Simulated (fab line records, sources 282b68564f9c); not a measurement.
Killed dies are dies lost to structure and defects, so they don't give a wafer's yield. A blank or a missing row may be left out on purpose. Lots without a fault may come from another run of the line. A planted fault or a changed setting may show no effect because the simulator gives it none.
fab line records | flow rit_cmos
record lots=7 wafers=21 last_day=7
route steps=202 shown ACTIVE@1 M1@202
lots that met no fault: from a run of the same line without faults
start_h: hours from the record's first day to the start of the lot's first wafer shown | wait_h: hours since the lot's step before | " the same as in the row above | L1.1+2: a row that stands for several wafers | - no value, or no start given | * or withheld: withheld | < > ~ a bound
route shown NAME@n: a module of which the file shows steps, and the number in the route of the first | usual: mean/standard deviation of fault-free wafers | same: alike in all rows | chamber/n: place in a boat | sites: the reading at each site | _std_site: their standard deviation | _edge_site: outer sites' mean less inner sites' | radius_mm: how far each site lies from the wafer's centre | mask NAME#n: copy n | behind: the tool/chamber that last shaped the wafer | hold: why the lot was held/for how many hours/how that ended | device: the transistor (n, p or np) that didn't switch | end of line: the same wafers' tests at the end of the route | a step without rows: its recipe alone | killed: dies lost to structure and defects at the first sort, not the wafer's yield | map: a wafer's dies, x killed, . not, _ none there
set.NAME: the setting as run; set.NAME@STEP: as run at that earlier step | model.NAME: the simulator's own value behind a step, which no gauge read
lots at some steps of the route; a table a step, a row a wafer
services: from which hour (start_h, from the record's first day; less than 0 if before it) a tool's chamber was out of use, for how many hours, and why
## steps
# step RIT_ACTIVE_BOW_MEAS_00
# recipe mode=bow
# usual INCOMING_BOW=1/6.7
# columns lot.wafer tool chamber start_h wait_h INCOMING_BOW[um]
L542.1 film_metro-04 - 25.00 - 3
L542.3 " - " " 0
L542.5 " - " " -7
L550.1 film_metro-04 - 65.00 - 4
L550.4 " - " " 4
L550.5 " - " " -5
L554.3 film_metro-02 - 85.04 - 9
L554.4 " - " " -8
L554.5 " - " " -2
L555.2 film_metro-02 - 90.02 - 2
L555.4 " - " " 12
L555.5 " - " " 7
L556.1 film_metro-03 - 95.00 - -3
L556.5 " - " " 15
L556.6 " - " " 8
L560.1 film_metro-03 - 115.00 - 5
L560.3 " - " " -5
L560.5 " - " " 2
L561.1 film_metro-04 - 120.00 - -4
L561.3 " - " " -6
L561.5 " - " " -2
# step RIT_ACTIVE_OXIDATION_01
# recipe temp_c=1000 ambient=O2 target_thk_a=468 ox_time_s=3360
# step RIT_ACTIVE_THK_MEAS_02
# recipe reads=SiO2_of_ACTIVE_OXIDATION_01
# usual ACTIVE_OXIDE_THK=46.8/0.86
# columns lot.wafer tool chamber start_h wait_h ACTIVE_OXIDE_THK[nm]
L542.1 film_metro-04 - 27.05 0.0 47.1
L542.3 " - " " 46.3
L542.5 " - " " 47.2
L550.1 film_metro-02 - 68.20 0.0 46.4
L550.4 " - " " 45.9
L550.5 " - " " 45.7
L554.3 film_metro-02 - 87.07 0.0 47.1
L554.4 " - " " 47.1
L554.5 " - " " 47.3
L555.2 film_metro-02 - 92.88 0.0 47.4
L555.4 " - " " 46.2
L555.5 " - " " 46.4
L556.1 film_metro-04 - 97.85 0.0 47.0
L556.5 " - " " 46.3
L556.6 " - " " 47.2
L560.1 film_metro-02 - 117.05 0.0 46.7
L560.3 " - " " 46.5
L560.5 " - " " 47.1
L561.1 film_metro-03 - 122.05 0.0 47.3
L561.3 " - " " 45.2
L561.5 " - " " 46.7
# step RIT_ACTIVE_CVD_03
# recipe material=Si3N4 target_thk_nm=150 temp_c=810 precursor=SiH2Cl2/NH3 time_s=1500 pressure_mtorr=300 sih2cl2_flow_sccm=60 nh3_flow_sccm=150
# usual nh3_flow_sccm=150.1/0.44
# columns lot.wafer tool chamber start_h wait_h nh3_flow_sccm model.Si3N4_of_ACTIVE_CVD_03.thk_nm
L542.1 lpcvd-01 0 27.11 0.1 150.5 150
L542.3 " 0 " " 150.1 149.3
L542.5 " 0 " " 149.8 148.9
L550.1 lpcvd-02 0 68.26 0.1 150.5 149.6
L550.4 " 0 " " 151.5 148.8
L550.5 " 0 " " 150.3 149.5
L554.3 lpcvd-02 0 87.57 0.5 150.9 253.3
L554.4 " 0 " " 149.9 252.3
L554.5 " 0 " " 150.2 252.3
L555.2 lpcvd-02 0 92.93 0.0 150.4 251.8
L555.4 " 0 " " 150.4 252.5
L555.5 " 0 " " 149.5 252.8
L556.1 lpcvd-01 0 97.91 0.1 149.8 150.9
L556.5 " 0 " " 150.0 150.7
L556.6 " 0 " " 150.0 150.3
L560.1 lpcvd-02 0 117.11 0.1 149.9 251.4
L560.3 " 0 " " 149.2 251.5
L560.5 " 0 " " 149.7 252.5
L561.1 lpcvd-01 0 122.11 0.1 150.3 154.4
L561.3 " 0 " " 149.8 153.7
L561.5 " 0 " " 149.6 153.9
# step RIT_ACTIVE_THK_MEAS_04
# recipe reads=Si3N4_of_ACTIVE_CVD_03
# usual ACTIVE_NITRIDE_THK=149.7/1.5
# columns lot.wafer tool chamber start_h wait_h ACTIVE_NITRIDE_THK[nm]
L542.1 film_metro-02 - 29.24 0.0 150.1
L542.3 " - " " 149.1
L542.5 " - " " 148.8
L550.1 film_metro-03 - 70.39 0.0 149.4
L550.4 " - " " 148.8
L550.5 " - " " 149.6
L554.3 film_metro-03 - 89.01 0.0 253.2
L554.4 " - " " 252.0
L554.5 " - " " 252.2
L555.2 film_metro-02 - 94.35 0.0 252.0
L555.4 " - " " 252.5
L555.5 " - " " 253.1
L556.1 film_metro-02 - 99.33 0.0 151.0
L556.5 " - " " 150.6
L556.6 " - " " 150.3
L560.1 film_metro-02 - 118.53 0.0 251.3
L560.3 " - " " 251.6
L560.5 " - " " 252.6
L561.1 film_metro-02 - 123.53 0.0 154.4
L561.3 " - " " 153.6
L561.5 " - " " 154.0
# step RIT_ACTIVE_HMDS_05
# recipe prime_time_s=60 prime_temp_c=140
# step RIT_ACTIVE_COAT_06
# recipe resist=NOVOLAK spin_rpm=3250 resist_thk_nm=984.1
# step RIT_ACTIVE_SOFTBAKE_07
# recipe resist=NOVOLAK temp_c=90 time_s=60
# step RIT_ACTIVE_EXPOSE_08
# recipe mask_id=M1 na=0.6 source_shape=conventional sigma_outer=0.6 target_cd_nm=1400 dose_mj=225
# step RIT_ACTIVE_PEB_09
# recipe resist=NOVOLAK temp_c=withheld time_s=withheld
# step RIT_ACTIVE_DEVELOP_10
# recipe resist=NOVOLAK develop_time_s=51.79 dev_temp_c=23
# step RIT_ACTIVE_CD_MEAS_11
# recipe target_cd_nm=1400
# usual cd_nm=1400.6/2.1
# columns lot.wafer tool chamber start_h wait_h cd_nm
L542.1 cd_sem-02 - 30.27 - 1399.1
L542.3 " - " " 1398.0
L542.5 " - " " 1399.4
L550.1 cd_sem-02 - 71.42 - 1403.3
L550.4 " - " " 1403.7
L550.5 " - " " 1404.7
L554.3 cd_sem-01 - 89.94 - 1403.1
L554.4 " - " " 1402.5
L554.5 " - " " 1401.4
L555.2 cd_sem-02 - 95.35 - 1400.9
L555.4 " - " " 1401.2
L555.5 " - " " 1399.9
L556.1 cd_sem-02 - 100.38 - 1402.8
L556.5 " - " " 1400.4
L556.6 " - " " 1402.0
L560.1 cd_sem-02 - 119.56 - 1403.8
L560.3 " - " " 1402.1
L560.5 " - " " 1402.3
L561.1 cd_sem-02 - 124.44 - 1398.4
L561.3 " - " " 1399.8
L561.5 " - " " 1397.2
# step RIT_ACTIVE_HARDBAKE_12
# recipe resist=NOVOLAK temp_c=140 time_s=60
# step RIT_ACTIVE_ETCH_13
# recipe stop_on=SiO2 chemistry=SF6 target=Si3N4 time_s=210 over_etch_frac=0.4 SF6_flow_sccm=200 pressure_mtorr=260 rf_w=125 target_depth_a=2100
# usual drypump_motor_current_A=5.9/0.34 oes_product_au=0.818/0.012 throttle_valve_pct=7.46/0.094
# columns lot.wafer tool chamber start_h wait_h drypump_motor_current_A oes_product_au rf_hours_counter_h throttle_valve_pct model.etch.depth_nm model.ACTIVE.feature_depth_nm model.SiO2_of_ACTIVE_OXIDATION_01.thk_nm
L542.1 rie_diel-02 2 30.54 0.1 5.4 0.825 71 7.35 150 150 47.15
L542.3 " 3 " " 6.3 0.801 6 7.39 149.3 149.3 46.39
L542.5 " 0 " " 5.9 0.820 - 7.38 148.9 149.9 46.22
L550.1 rie_diel-04 1 71.69 0.1 5.8 0.823 131 7.47 149.6 151.3 44.54
L550.4 " 3 " " 6.0 0.819 7 7.47 148.8 148.8 45.95
L550.5 " 3 " " 6.0 0.813 - 7.47 149.5 149.5 45.71
L554.3 rie_diel-01 0 90.17 0.1 6.4 1.029 89 7.37 214.1 214.1 47.14
L554.4 " 3 " " 5.8 1.002 38 7.40 211.2 211.2 47.16
L554.5 " 2 " " 5.7 1.022 - 7.46 213.5 213.5 47.32
L555.2 rie_diel-01 0 95.60 0.1 6.3 1.031 89 7.36 215.9 215.9 47.4
L555.4 " 0 " " 6.4 1.033 - 7.35 215.4 215.4 46.19
L555.5 " 3 " " 5.8 0.992 - 7.37 210.9 210.9 46.4
L556.1 rie_diel-04 2 100.67 0.1 5.5 0.818 5 7.47 150.9 152.6 45.32
L556.5 " 2 " " 5.5 0.820 - 7.46 150.7 152.4 44.65
L556.6 " 1 " " 5.8 0.820 - 7.47 150.3 152.1 45.41
L560.1 rie_diel-04 2 119.83 0.1 5.4 1.012 5 7.49 214 214 46.68
L560.3 " 0 " " 6.3 0.978 91 7.67 213 213 46.46
L560.5 " 2 " " 5.4 1.021 - 7.49 214.4 214.4 47.06
L561.1 rie_diel-01 2 124.71 0.1 5.7 0.837 55 7.43 154.4 154.4 47.21
L561.3 " 0 " " 6.3 0.841 89 7.37 153.7 155.1 43.81
L561.5 " 2 " " 5.7 0.838 - 7.43 153.9 153.9 46.7
# step RIT_ACTIVE_STRIP_14
# recipe chemistry=O2 time_s=180 resist=NOVOLAK platen_temp_c=withheld power_w=500 pressure_mtorr=4000 o2_flow_sccm=4000
# usual drypump_motor_current_A=5.6/0.6 rf_refl_power_W=6.9/1.5
# columns lot.wafer tool chamber start_h wait_h drypump_motor_current_A rf_hours_counter_h rf_refl_power_W
L542.1 plasma_asher-03 0 30.68 0.1 5.2 39 6.5
L542.3 " 1 " " 5.1 - 5.2
L542.5 " 1 " " 5.1 - 5.1
L550.1 plasma_asher-02 1 71.83 0.1 5.4 42 8.2
L550.4 " 1 " " 5.5 - 8.1
L550.5 " 1 " " 5.4 - 8.4
L554.3 plasma_asher-02 1 90.36 0.1 5.5 - 8.0
L554.4 " 0 " " 5.6 - 9.6
L554.5 " 1 " " 5.5 - 8.2
L555.2 plasma_asher-03 0 95.74 0.1 5.1 46 7.0
L555.4 " 1 " " 5.1 - 5.2
L555.5 " 0 " " 5.1 - 6.7
L556.1 plasma_asher-04 0 100.80 0.1 5.8 47 7.2
L556.5 " 1 " " 6.8 - 5.4
L556.6 " 0 " " 5.8 - 7.3
L560.1 plasma_asher-03 1 119.97 0.1 5.2 0 5.3
L560.3 " 1 " " 5.1 - 5.5
L560.5 " 0 " " 5.2 - 6.7
L561.1 plasma_asher-04 0 124.84 0.1 5.8 50 7.3
L561.3 " 1 " " 6.8 - 5.3
L561.5 " 0 " " 5.8 - 7.5
# step RIT_ACTIVE_CD_MEAS_90
# recipe target_cd_nm=1400
# usual cd_nm=1400.5/2.1
# columns lot.wafer tool chamber start_h wait_h cd_nm
L542.1 cd_sem-02 - 30.85 0.1 1398.9
L542.3 " - " " 1398.3
L542.5 " - " " 1398.9
L550.1 cd_sem-01 - 72.00 0.1 1403.4
L550.4 " - " " 1403.9
L550.5 " - " " 1404.9
L554.3 cd_sem-01 - 90.52 0.1 1402.8
L554.4 " - " " 1402.6
L554.5 " - " " 1401.3
L555.2 cd_sem-02 - 95.93 0.1 1400.2
L555.4 " - " " 1401.1
L555.5 " - " " 1399.4
L556.1 cd_sem-02 - 100.97 0.1 1402.4
L556.5 " - " " 1399.7
L556.6 " - " " 1401.9
L560.1 cd_sem-01 - 120.14 0.1 1403.0
L560.3 " - " " 1401.9
L560.5 " - " " 1402.4
L561.1 cd_sem-01 - 125.02 0.1 1397.5
L561.3 " - " " 1399.5
L561.5 " - " " 1396.5
# step RIT_ACTIVE_CLEAN_15
# recipe chemistry=SC1 mix=3:3:50 time_s=600 temp_c=75
# step RIT_ACTIVE_CLEAN_16
# recipe chemistry=dHF dilution=50:1 time_s=30
# columns lot.wafer tool chamber start_h wait_h model.Si3N4_of_ACTIVE_CVD_03.thk_nm
L542.1 wet_bench-03 3 31.15 0.0 149.2
L542.3 " 3 " " 148.5
L542.5 " 3 " " 148
L550.1+5 wet_bench-03 3 72.30 0.0 148.7
L550.4 " 3 " " 148
L554.3 wet_bench-02 3 90.77 0.0 252.5
L554.4+5 " 3 " " 251.4
L555.2 wet_bench-02 2 96.21 0.0 250.9
L555.4 " 2 " " 251.7
L555.5 " 2 " " 252
L556.1 wet_bench-04 3 101.27 0.0 150.1
L556.5 " 3 " " 149.8
L556.6 " 3 " " 149.5
L560.1+3 wet_bench-03 0 120.45 0.0 250.6
L560.5 " 0 " " 251.7
L561.1 wet_bench-02 3 125.33 0.0 153.6
L561.3 " 3 " " 152.9
L561.5 " 3 " " 153.1
# step RIT_ACTIVE_CLEAN_17
# recipe chemistry=SC2 mix=3:3:50 time_s=600 temp_c=75 dry=n2_spin
# step RIT_M1_PROBE_99
# usual killed_at_contacts=0.0/0.16 killed_at_front_end=7.1/2.7 killed_dies=7.2/2.7 killed_on_rim=1.9/1.2 killed_open=3.5/1.9 killed_short=3.6/1.9
# same gross_dies=264 killed_at_M0_to_M3=0 killed_at_M4_up=0 killed_at_back_side=0 killed_at_other=0
# columns lot.wafer tool chamber start_h wait_h killed_at_contacts killed_at_front_end killed_dies killed_on_rim killed_open killed_short
L542.1 prober-01 - 75.92 0.1 0 7 7 1 7 0
L542.3 prober-01 - 76.02 0.2 0 10 10 3 6 4
L542.5 prober-01 - 76.12 0.2 0 6 6 3 4 2
L550.1 prober-01 - 116.60 0.1 0 8 8 2 4 4
L550.4 prober-01 - 116.75 0.2 0 4 4 1 2 2
L550.5 prober-01 - 116.80 0.2 0 10 10 1 4 5
L554.3 prober-01 - 136.64 0.2 0 264 264 70 3 3
L554.4 prober-01 - 136.69 0.2 0 264 264 70 3 5
L554.5 prober-01 - 136.74 0.2 0 264 264 70 2 2
L555.2 prober-02 - 138.87 0.1 0 264 264 70 2 5
L555.4 prober-02 - 138.97 0.2 0 264 264 70 4 6
L555.5 prober-02 - 139.02 0.2 1 263 264 70 5 5
L556.1 prober-01 - 145.06 0.1 0 9 9 3 4 3
L556.5 prober-01 - 145.26 0.2 0 5 5 2 1 4
L556.6 prober-01 - 145.31 0.2 0 10 10 3 3 6
L560.1 prober-01 - 162.99 0.1 0 264 264 70 6 5
L560.3 prober-01 - 163.09 0.2 0 264 264 70 2 6
L560.5 prober-01 - 163.19 0.2 0 264 264 70 4 4
L561.1 prober-02 - 171.82 0.1 0 6 6 1 3 3
L561.3 prober-02 - 171.92 0.2 0 7 7 4 6 1
L561.5 prober-02 - 172.02 0.2 0 1 1 0 0 1
# killed by level:class
L542.1 GATE:geometric_particle:open=2 REOX:geometric_particle:open=2 FOX1:geometric_particle:open=1 FOX2:geometric_particle:open=1 SPACER:geometric_particle:open=1
L542.3 FOX1:geometric_particle:short=2 REOX:geometric_particle:open=2 SPACER:geometric_particle:open=2 FOX2:geometric_particle:open=1 GATE:geometric_particle:open=1 REOX:geometric_particle:short=1 SPACER:geometric_particle:short=1
L542.5 GATE:geometric_particle:open=2 GATE:geometric_particle:short=2 FOX1:geometric_particle:open=1 SPACER:geometric_particle:open=1
L550.1 FOX1:geometric_particle:short=2 SPACER:geometric_particle:open=2 FOX1:geometric_particle:open=1 GATE:geometric_particle:short=1 REOX:geometric_particle:short=1 SILICIDE:geometric_particle:open=1
L550.4 FOX1:geometric_particle:short=1 GATE:geometric_particle:open=1 SPACER:geometric_particle:short=1 SILICIDE:geometric_particle:open=1
L550.5 FOX1:geometric_particle:open=3 GATE:geometric_particle:short=3 FOX1:geometric_particle:short=2 SILICIDE:geometric_particle:open=1 PRETRO:coat_microbubble_printed=1
L554.3 ACTIVE:area_etch=258 SILICIDE:geometric_particle:open=2 GATE:geometric_particle:open=1 GATE:geometric_particle:short=1 SPACER:geometric_particle:short=1 SILICIDE:geometric_particle:short=1
L554.4 ACTIVE:area_etch=256 GATE:geometric_particle:short=3 REOX:geometric_particle:short=1 REOX:geometric_particle:open=1 SPACER:geometric_particle:open=1 SILICIDE:geometric_particle:short=1 SILICIDE:geometric_particle:open=1
L554.5 ACTIVE:area_etch=260 SILICIDE:geometric_particle:short=2 FOX1:geometric_particle:open=1 SPACER:geometric_particle:open=1
L555.2 ACTIVE:area_etch=257 REOX:geometric_particle:short=2 FOX1:geometric_particle:short=1 FOX2:geometric_particle:short=1 GATE:geometric_particle:short=1 REOX:geometric_particle:open=1 SILICIDE:geometric_particle:open=1
L555.4 ACTIVE:area_etch=254 GATE:geometric_particle:short=4 GATE:geometric_particle:open=3 SPACER:geometric_particle:short=1 SILICIDE:geometric_particle:short=1 SILICIDE:geometric_particle:open=1
L555.5 ACTIVE:area_etch=254 GATE:geometric_particle:short=2 REOX:geometric_particle:open=2 FOX1:geometric_particle:open=1 FOX1:geometric_particle:short=1 FOX2:geometric_particle:short=1 SILICIDE:geometric_particle:open=1 SILICIDE:geometric_particle:short=1
L556.1 GATE:geometric_particle:open=2 NRETRO:coat_microbubble_printed=2 FOX1:geometric_particle:open=1 FOX1:geometric_particle:short=1 REOX:geometric_particle:short=1 SPACER:geometric_particle:short=1 SILICIDE:geometric_particle:open=1
L556.5 REOX:geometric_particle:short=2 SPACER:geometric_particle:short=1 SILICIDE:geometric_particle:open=1 SILICIDE:geometric_particle:short=1
L556.6 GATE:geometric_particle:short=3 GATE:geometric_particle:open=2 SILICIDE:geometric_particle:short=2 REOX:geometric_particle:short=1 SPACER:geometric_particle:open=1 NRETRO:coat_microbubble_printed=1
L560.1 ACTIVE:area_etch=252 REOX:geometric_particle:short=4 SILICIDE:geometric_particle:open=3 GATE:geometric_particle:open=2 FOX1:geometric_particle:short=1 FOX2:geometric_particle:open=1 PRETRO:coat_microbubble_printed=1
L560.3 ACTIVE:area_etch=256 GATE:geometric_particle:short=3 FOX2:geometric_particle:short=2 GATE:geometric_particle:open=1 REOX:geometric_particle:open=1 REOX:geometric_particle:short=1
L560.5 ACTIVE:area_etch=256 GATE:geometric_particle:short=2 SPACER:geometric_particle:open=2 FOX2:geometric_particle:short=1 FOX2:geometric_particle:open=1 REOX:geometric_particle:open=1 REOX:geometric_particle:short=1
L561.1 SPACER:geometric_particle:short=2 FOX2:geometric_particle:open=1 GATE:geometric_particle:open=1 REOX:geometric_particle:short=1 SPACER:geometric_particle:open=1
L561.3 GATE:geometric_particle:open=4 FOX1:geometric_particle:open=1 REOX:geometric_particle:open=1 SPACER:geometric_particle:short=1
L561.5 REOX:geometric_particle:short=1
# map L554.3 (x killed, . not)
________xxxxxxx_______
_____xxxxxxxxxxxxx____
____xxxxxxxxxxxxxxx___
___xxxxxxxxxxxxxxxxx__
__xxxxxxxxxxxxxxxxxxx_
__xxxxxxxxxxxxxxxxxxx_
_xxxxxxxxxxxxxxxxxxxxx
_xxxxxxxxxxxxxxxxxxxxx
_xxxxxxxxxxxxxxxxxxxxx
_xxxxxxxxxxxxxxxxxxxxx
__xxxxxxxxxxxxxxxxxxx_
__xxxxxxxxxxxxxxxxxxx_
___xxxxxxxxxxxxxxxxx__
____xxxxxxxxxxxxxxx___
_____xxxxxxxxxxxxx____
________xxxxxxx_______
# map L555.2 (x killed, . not)
________xxxxxxx_______
_____xxxxxxxxxxxxx____
____xxxxxxxxxxxxxxx___
___xxxxxxxxxxxxxxxxx__
__xxxxxxxxxxxxxxxxxxx_
__xxxxxxxxxxxxxxxxxxx_
_xxxxxxxxxxxxxxxxxxxxx
_xxxxxxxxxxxxxxxxxxxxx
_xxxxxxxxxxxxxxxxxxxxx
_xxxxxxxxxxxxxxxxxxxxx
__xxxxxxxxxxxxxxxxxxx_
__xxxxxxxxxxxxxxxxxxx_
___xxxxxxxxxxxxxxxxx__
____xxxxxxxxxxxxxxx___
_____xxxxxxxxxxxxx____
________xxxxxxx_______
## services
# columns tool chamber start_h hours kind
rie_diel-04 2 10.36 12.4 repair
rie_diel-04 1 39.31 4.1 repair
plasma_asher-02 - 41.58 7.8 repair
lpcvd-01 - 71.93 17.2 pm
rie_diel-02 0 76.36 - clean
rie_diel-02 0 76.36 14.8 scheduled_down
rie_diel-02 0 76.36 14.8 vent_cycle
rie_diel-02 3 87.02 10.5 repair
rie_diel-01 1 95.27 5.7 repair
plasma_asher-03 - 108.75 9.0 pm
plasma_asher-03 0 108.75 9.0 vent_cycle
plasma_asher-03 1 108.75 9.0 vent_cycle
plasma_asher-02 - 109.58 2.8 pm
rie_diel-02 - 115.48 14.6 pm
plasma_asher-03 0 117.75 - clean
plasma_asher-03 1 117.75 - clean
rie_diel-04 1 119.63 19.8 repair
lpcvd-02 - 121.59 6.0 pm
## key
first_sign step=RIT_ACTIVE_THK_MEAS_04 reading=ACTIVE_NITRIDE_THK direction=up sigmas=66 usual=149.7 struck=252.3
effect step=RIT_ACTIVE_ETCH_13 reading=oes_product_au direction=up sigmas=16 usual=0.818 struck=1.013
effect step=RIT_M1_PROBE_99 reading=killed_at_front_end direction=up sigmas=95 usual=7.1 struck=263.9
model_effect step=RIT_ACTIVE_CVD_03 value=Si3N4_of_ACTIVE_CVD_03.thk_nm without=149 struck=252.3
model_effect step=RIT_ACTIVE_ETCH_13 value=etch.depth_nm without=149 struck=213.6
model_effect step=RIT_ACTIVE_CLEAN_16 value=Si3N4_of_ACTIVE_CVD_03.thk_nm without=148.1 struck=251.4
more_kills_born_at RIT_ACTIVE_ETCH_13@rie_diel-01=1539 RIT_ACTIVE_ETCH_13@rie_diel-04=764
met_at RIT_ACTIVE_CVD_03
struck_wafers L554.3,L554.4,L554.5,L555.2,L555.4,L555.5,L560.1,L560.3,L560.5
later_rows_left_out L554.3,L554.4,L554.5,L555.2,L555.4,L555.5,L560.1,L560.3,L560.5
tester_left_out L554,L555,L560
onset_between 68.26 87.57
fault kind=process_parameter_drift tool=lpcvd-02 chamber=- onset_h=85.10 steps=RIT_ACTIVE_CVD_03 channel=target_thk_nm offset=103.31 shape=step end_h=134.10 acts_in=these_recipes_only stated=150
# tester_left_out: of these lots the tester's yield and bins aren't shown, on N5 and GAA mostly nor the transistor test; their killed dies are dies lost to structure and defects alone, not to doping, threshold or leakage, so they don't give the yield
# later_rows_left_out: the simulator's readings of these wafers behind a module that went badly wrong aren't trusted and aren't shown, but for the sort
